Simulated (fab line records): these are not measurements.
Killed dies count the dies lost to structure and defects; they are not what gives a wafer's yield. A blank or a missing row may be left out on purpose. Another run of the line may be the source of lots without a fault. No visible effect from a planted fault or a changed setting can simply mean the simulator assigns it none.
A struck lot beside a sound one | flow berkeleyCmos170 | 14 steps out of a route of 331
Sound: these wafers, L312.2, L312.3, L312.6. Struck: wafers L297.1, L297.3, L297.6. The cause is given at the end.
For every step that has rows: the tool of each side, followed by ch and its chambers, followed by its first start. Under that, the readings that differ: sound wafers | struck wafers | difference of the means | sigmas: that difference in standard deviations of wafers without a fault.
alike: readings whose means differ by less than 2 such deviations, and words and numbers that are the same on both sides. not compared: withheld readings, readings that some wafer has no value for, bounds like >300 that may hide the same value, and numbers for which the record gives no deviation and whose values overlap.
The two part at a step that has a row with sigmas, a row that says differs or no value, or rows on one side only. When numbers do not overlap yet have no deviation, they are printed without sigmas and do not part them. A reading missing from all wafers of one side parts the sides only when that side holds two or more wafers.

UCB170_ZERO_STRIP_07: strips in O2.
  sound on plasmaAsher-01 ch 0,1, day 5 11:23; struck on plasmaAsher-01 ch 0,1, day 2 10:49
  alike: drypumpMotorCurrentA, oesProductAu, stripTimeToEndpointS
  not compared: rfHoursCounterH
then, 2 steps without rows for these wafers: UCB170_NWELL_WET_ETCH_00 (etches SiO2 in dHF, time 200 s); UCB170_NWELL_OXIDATION_01 (target thk 26.4 nm, ox time 1260 s).
UCB170_NWELL_THK_MEAS_02:
  sound on filmMetro-03 at day 5 17:57; struck on filmMetro-02 at day 2 15:55
  alike: NWELL_OXIDE_THK
then, 2 steps without rows for these wafers: UCB170_NWELL_ANNEAL_03 (time 900 s); UCB170_NWELL_CVD_04 (deposits Si3N4 from SiH2Cl2/NH3, target thk 224 nm, time 3360 s).
UCB170_NWELL_THK_MEAS_05:
  sound on filmMetro-02 at day 6 01:44; struck on filmMetro-02 at day 2 23:11
  alike: NWELL_NITRIDE_THK
then, 5 steps without rows for these wafers: UCB170_NWELL_HMDS_06 (prime time 60 s); UCB170_NWELL_COAT_07 (resist thk 900 nm); UCB170_NWELL_SOFTBAKE_08 (time 60 s); UCB170_NWELL_EXPOSE_09 (exposes mask NWELL, target cd 3000 nm); UCB170_NWELL_PEB_10.
UCB170_NWELL_DEVELOP_11: develop time 45 s.
  sound on lithoTrack-03 ch 0, day 6 03:00; struck on lithoTrack-01, day 3 00:00
  no value came back on the struck wafers for chillPlateTempC (C), developTimeS (s); on the sound wafers chillPlateTempC (C) reads 23.04 23.21 23.14
reading                               | sound             | struck            | difference | sigmas
model.KrF_of_NWELL_COAT_07.thkNm (nm) | 889.9 887.1 886.6 | 895.5 896.4 898.3 | +8.9       | 
UCB170_NWELL_OVL_MEAS_12:
  sound on overlay-02 at day 6 03:08; struck on overlay-02 at day 3 00:13
reading        | sound   | struck | difference                    | sigmas
NWELL_OVL (nm) | 6 -5 -1 | - - -  | no value on the struck wafers | 

WHERE THEY PART
First at UCB170_NWELL_DEVELOP_11; last, within this record, at UCB170_NWELL_OVL_MEAS_12.

WHY: what the simulator had put in
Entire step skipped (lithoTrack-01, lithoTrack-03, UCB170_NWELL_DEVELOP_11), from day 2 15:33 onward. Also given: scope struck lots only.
